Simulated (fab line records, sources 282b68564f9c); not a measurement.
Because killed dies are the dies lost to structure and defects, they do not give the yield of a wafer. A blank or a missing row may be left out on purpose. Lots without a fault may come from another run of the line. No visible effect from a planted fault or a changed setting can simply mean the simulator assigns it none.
What tool caused it? | flow rit cmos | 14 lots (42 wafers sampled), 1 step of a 202-step route

## WHAT THE GAUGES READ, wafer by wafer
Not one reading of a measure or inspect step in the record can be checked against a usual standard deviation.

## EACH LOT AND THE TOOL THAT RAN IT (in order: tool; ch and the chambers of the sampled wafers; start)
lot  | RIT_REOX_CLEAN_00
L619 | wet bench-04 ch 0, day 2 23:02
L620 | wet bench-04 ch 1, day 3 03:41
L621 | wet bench-04 ch 1, day 3 11:24
L624 | wet bench-04 ch 2, day 4 00:18
L626 | wet bench-04 ch 3, day 4 11:05
L627 | wet bench-04 ch 3, day 4 16:05
L630 | wet bench-02 ch 3, day 5 05:22
L632 | wet bench-04 ch 2, day 5 16:30
L633 | wet bench-03 ch 2, day 6 01:41
L634 | wet bench-03 ch 3, day 6 03:40
L635 | wet bench-03 ch 3, day 6 13:04
L636 | wet bench-04 ch 0, day 6 16:48
L639 | wet bench-02 ch 3, day 7 05:33
L640 | wet bench-03 ch 0, day 7 09:32
- RIT_REOX_CLEAN_00: cleans in SC1, time 600 s.

## WHAT THE TOOLS THEMSELVES READ (means of the sampled wafers that have a number; where no wafer has one, the mark that the record gives instead)
RIT_REOX_CLEAN_00. Usual: bath guard temp C 75.1 C, standard deviation 0.61; bath heat duty pct 15.4 %, standard deviation 1.6.
lot  | tool         | bath guard temp C (C) | bath heat duty pct (%) | flag
L619 | wet bench-04 | 75.4                  | 15.4                   |
L620 | wet bench-04 | 75.7                  | 16.9                   |
L621 | wet bench-04 | 75.7                  | 16.5                   |
L624 | wet bench-04 | 74.4                  | 17.1                   |
L626 | wet bench-04 | -                     | -                      | OFF
L627 | wet bench-04 | -                     | -                      | OFF
L630 | wet bench-02 | 75.0                  | 12.5                   |
L632 | wet bench-04 | 74.5                  | 17.8                   |
L633 | wet bench-03 | 75.2                  | 17.3                   |
L634 | wet bench-03 | 76.1                  | 16.3                   |
L635 | wet bench-03 | 75.8                  | 16.3                   |
L636 | wet bench-04 | 75.3                  | 14.8                   |
L639 | wet bench-02 | 74.9                  | 12.0                   |
L640 | wet bench-03 | 74.7                  | 14.6                   |

## THE ANSWER, worked out from the rows above alone
Rule: a lot counts as off when the mean over its wafers that have a number is more than 3 standard deviations away from the usual mean. A lot without any number at a reading at which 4 lots or more have one is off too. The other lots that the step has rows for count as sound. The gauges are gone through in route order, then the tools' own readings, and for those a lot's mean is taken as printed above. The first step at which some lot is off is used, and at that step the reading that is off furthest; a lot without a number counts as furthest.
Off at RIT_REOX_CLEAN_00 (bath guard temp C): L626, L627. Without a number there: L626, L627.
If a tool, at that step or one of the process steps before it, ran each lot that is off and ran no sound lot following the first of them, it fits. Not one of the candidates tried fits.

## WHAT THE SIMULATOR HAD INSERTED
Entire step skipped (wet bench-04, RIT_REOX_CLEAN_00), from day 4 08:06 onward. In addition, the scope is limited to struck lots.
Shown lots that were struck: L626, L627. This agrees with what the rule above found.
